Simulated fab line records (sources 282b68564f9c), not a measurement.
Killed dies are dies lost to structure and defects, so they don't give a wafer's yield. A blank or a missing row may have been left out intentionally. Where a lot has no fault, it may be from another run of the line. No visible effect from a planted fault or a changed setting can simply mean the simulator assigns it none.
A struck lot beside a sound one + flow rit_cmos + 35 out of 202 route steps
Sound: the wafers L775.2, L775.4, L775.6. Struck: wafers L773.1, L773.5, L773.6. The cause comes at the end.
At each step with rows: each side's tool, then ch and its chambers, then its first start. Under that, the readings that differ: sound wafers + struck wafers + difference of the means + sigmas: that difference in standard deviations of wafers without a fault.
alike: readings whose means differ by less than 2 such deviations, and words and numbers that are the same on both sides. not compared: withheld readings, readings that some wafer has no value for, bounds like >300 that may hide the same value, and numbers for which the record gives no deviation and whose values overlap.
The two part at a step that has a row with sigmas, a row that says differs or no value, or rows on one side only. Numbers that have no deviation but don't overlap get no sigmas and don't part them. A reading that every wafer of one side lacks parts them only if that side has two wafers or more.

RIT_PLDD_OVL_MEAS_06:
  struck on overlay-02, day 6 05:11; sound on overlay-02, day 6 08:18
  alike: PLDD_OVL
then, 2 steps without rows for these wafers: RIT_PLDD_HARDBAKE_07 (time 60 s); RIT_PLDD_IMPLANT_08.
RIT_PLDD_STRIP_09: strips in O2, time 180 s.
  sound on plasma_asher-03 ch 0, day 6 08:53; struck on plasma_asher-02 ch 0,1, day 6 05:32
  alike: drypump_motor_current_A, rf_refl_power_W
  not compared: rf_hours_counter_h
RIT_PLDD_TW_MEAS_10:
  struck on film_metro-02, day 6 05:42; sound on film_metro-03, day 6 09:04
  alike: PLDD_TW
then, 4 steps without rows for these wafers: RIT_SPACER_CLEAN_00 (cleans in SC1, time 600 s); RIT_SPACER_CLEAN_01 (cleans in dHF, time 30 s); RIT_SPACER_CLEAN_02 (cleans in SC2, time 600 s); RIT_SPACER_CVD_03 (deposits Si3N4 from SiH2Cl2/NH3, target thk 250 nm, time 3300 s).
RIT_SPACER_THK_MEAS_04:
  struck on film_metro-04, day 6 08:03; sound on film_metro-01, day 6 11:47
  alike: SPACER_NITRIDE_THK
RIT_SPACER_ETCHBACK_05: etches Si3N4 in SF6/CHF3, stops on SiO2, target depth 250 nm, time 240 s.
  sound on rie_diel-01 ch 2,3, day 6 11:50; struck on rie_diel-04 ch 0,1,2, day 6 08:07
  alike: drypump_motor_current_A, oes_product_au, throttle_valve_pct
  not compared: rf_hours_counter_h
then, 1 step without rows for these wafers: RIT_NSD_HMDS_00 (prime time 60 s).
RIT_NSD_COAT_01: resist thk 1000 nm.
  sound on litho_track-03 ch 0, day 6 12:17; struck on litho_track-03, day 6 08:43
  no value came back on the struck wafers for chill_plate_temp_C (C), dispense_pressure_kPa (kPa); on the sound wafers chill_plate_temp_C (C) reads 23.03 23.04 23.07
then, 4 steps without rows for these wafers: RIT_NSD_SOFTBAKE_02 (time 60 s); RIT_NSD_EXPOSE_03 (exposes mask M9, target cd 40700 nm); RIT_NSD_PEB_04; RIT_NSD_DEVELOP_05 (develop time 50 s).
RIT_NSD_OVL_MEAS_06:
  struck on overlay-01, day 6 09:25; sound on overlay-02, day 6 12:58
| reading      | sound          | struck | difference                    | sigmas |
|--------------|----------------|--------|-------------------------------|--------|
| NSD_OVL (nm) | -3.0 -0.7 -3.2 | - - -  | no value on the struck wafers |        |
then, 2 steps without rows for these wafers: RIT_NSD_HARDBAKE_07 (time 60 s); RIT_NSD_IMPLANT_08.
RIT_NSD_STRIP_09: strips in O2, time 180 s.
  sound on plasma_asher-02 ch 0,1, day 6 13:18; struck on plasma_asher-01 ch 0,1, day 6 09:46
  alike: drypump_motor_current_A, rf_refl_power_W
  not compared: rf_hours_counter_h
RIT_NSD_TW_MEAS_10:
  struck on film_metro-01, day 6 09:56; sound on film_metro-02, day 6 13:29
  alike: NSD_TW
then, 6 steps without rows for these wafers: RIT_PSD_HMDS_00 (prime time 60 s); RIT_PSD_COAT_01 (resist thk 1000 nm); RIT_PSD_SOFTBAKE_02 (time 60 s); RIT_PSD_EXPOSE_03 (exposes mask M10, target cd 40900 nm); RIT_PSD_PEB_04; RIT_PSD_DEVELOP_05 (develop time 50 s).
RIT_PSD_OVL_MEAS_06:
  struck on overlay-01, day 6 10:58; sound on overlay-01, day 6 14:53
  alike: PSD_OVL
then, 2 steps without rows for these wafers: RIT_PSD_HARDBAKE_07 (time 60 s); RIT_PSD_IMPLANT_08.
RIT_PSD_STRIP_09: strips in O2, time 180 s.
  sound on plasma_asher-02 ch 0,1, day 6 15:20; struck on plasma_asher-01 ch 0,1, day 6 11:22
  alike: drypump_motor_current_A, rf_refl_power_W
  not compared: rf_hours_counter_h
RIT_PSD_TW_MEAS_10:
  struck on film_metro-02, day 6 11:32; sound on film_metro-02, day 6 15:31
| reading | sound          | struck         | difference | sigmas |
|---------|----------------|----------------|------------|--------|
| PSD_TW  | 3453 3462 3484 | 3646 3665 3661 | +191       | +6     |
then, 1 step without rows for these wafers: RIT_SDANNEAL_CLEAN_00 (cleans in SC1, time 600 s).
RIT_M1_PROBE_99:
  struck on prober-01, day 6 19:53; sound on prober-02, day 7 00:44
| reading             | sound   | struck      | difference | sigmas |
|---------------------|---------|-------------|------------|--------|
| killed_at_front_end | 11 14 7 | 264 264 264 | +253       | +87    |
| killed_dies         | 11 14 7 | 264 264 264 | +253       | +87    |
| killed_on_rim       | 1 3 0   | 70 70 70    | +69        | +49    |
  alike: killed_open, killed_short

WHERE THEY PART
Earliest at RIT_NSD_COAT_01; latest, in this record, at RIT_M1_PROBE_99.

WHY: the cause the simulator had injected
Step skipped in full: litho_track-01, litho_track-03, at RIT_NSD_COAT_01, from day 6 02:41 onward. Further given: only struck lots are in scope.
